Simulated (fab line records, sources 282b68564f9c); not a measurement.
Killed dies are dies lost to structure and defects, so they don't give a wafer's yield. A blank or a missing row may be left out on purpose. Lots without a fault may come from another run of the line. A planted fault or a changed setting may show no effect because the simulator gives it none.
Split-lot experiment | flow rit_cmos | 5 lots, 13 wafers read, on a route of 202 steps

THE SPLIT
At RIT_M1_METAL_ETCH_12 (etches Al in Cl2/BCl3, stops on SiO2, time 165 s, target depth 600 nm), the setting time_s was moved away from the recipe's 165 s on 4 of the 13 wafers read, by -14.4% to -13.3%. The other wafers ran this setting at the recipe's value.

The reading is taken at the split's own step.

THE READING
NOVOLAK_of_M1_COAT_04.thk_nm (the simulator's own value, which no gauge read), in nm, at RIT_M1_METAL_ETCH_12 (etches Al in Cl2/BCl3, stops on SiO2, time 165 s, target depth 600 nm). The file gives no usual value for it. The 9 wafers here that ran the recipe average 807.4 nm, standard deviation 6.5 nm.

wafer  | tool, chamber at the split | time_s as run, s | against the recipe | NOVOLAK_of_M1_COAT_04.thk_nm, nm | against lot-mates on the recipe
L077.2 | rie_metal-04, 1            | 165              | recipe             | 808.4                            | -
L077.4 | rie_metal-04, 0            | 165              | recipe             | 807.3                            | -
L077.5 | rie_metal-04, 0            | 165              | recipe             | 804.8                            | -
L078.4 | rie_metal-01, 0            | 142.6            | -13.6%             | 862                              | +55.4
L078.5 | rie_metal-01, 0            | 142.6            | -13.6%             | 857.1                            | +50.5
L078.6 | rie_metal-01, 1            | 165              | recipe             | 806.6                            | -
L079.2 | rie_metal-03, 1            | 165              | recipe             | 792.1                            | -
L079.3 | rie_metal-03, 0            | 165              | recipe             | 811                              | -
L079.5 | rie_metal-03, 0            | 141.3            | -14.4%             | 860.3                            | +58.8
L080.1 | rie_metal-04, 1            | 143.1            | -13.3%             | 856.6                            | +45.0
L080.6 | rie_metal-04, 1            | 165              | recipe             | 811.6                            | -
L084.1 | rie_metal-01, 1            | 165              | recipe             | 807                              | -
L084.5 | rie_metal-01, 0            | 165              | recipe             | 817.8                            | -

THE FIT
A straight line over all 13 wafers: NOVOLAK_of_M1_COAT_04.thk_nm changes by -3.77 nm for each +1% of time_s; r = -0.97; the points scatter about the line by 6 nm.
The same after taking each lot's own level away (the mean of its wafers on the recipe; 13 wafers): -3.84 nm for each +1%; r = -0.98; scatter 5.3 nm.
On that fit, the largest move of time_s shifts the reading by 55 nm.
The lots' own levels span 801.55 to 812.40 nm, that is 1.7 times the standard deviation above.
So the lot-to-lot level changes the slope little: the two slopes agree.
Check: with one of the wafers moved furthest among these (-14.4%) left out of the fit, the line predicts +53.7 nm for it against its lot-mates. It came out at +58.8 nm against them.

OTHER SPLITS ON THESE WAFERS
These wafers also went through other splits before the reading. Each is held against what the fit with the lots' levels taken away leaves over:
other split on the same wafers        | wafers away from the commonest value | r with NOVOLAK_of_M1_COAT_04.thk_nm (lot level and that fit taken away)
RIT_PSD_IMPLANT_08 energy_kev         | 3                                    | +0.50
RIT_CONTACT_CVD_00 time_s             | 5                                    | -0.04
RIT_CONTACT_DEVELOP_07 develop_time_s | 4                                    | +0.38
RIT_M1_SPUTTER_00 time_s              | 0                                    | -

THE FILE'S OWN FIT
NOVOLAK_of_M1_COAT_04.thk_nm changes by -3.85 nm for each +1% of time_s, r = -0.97.
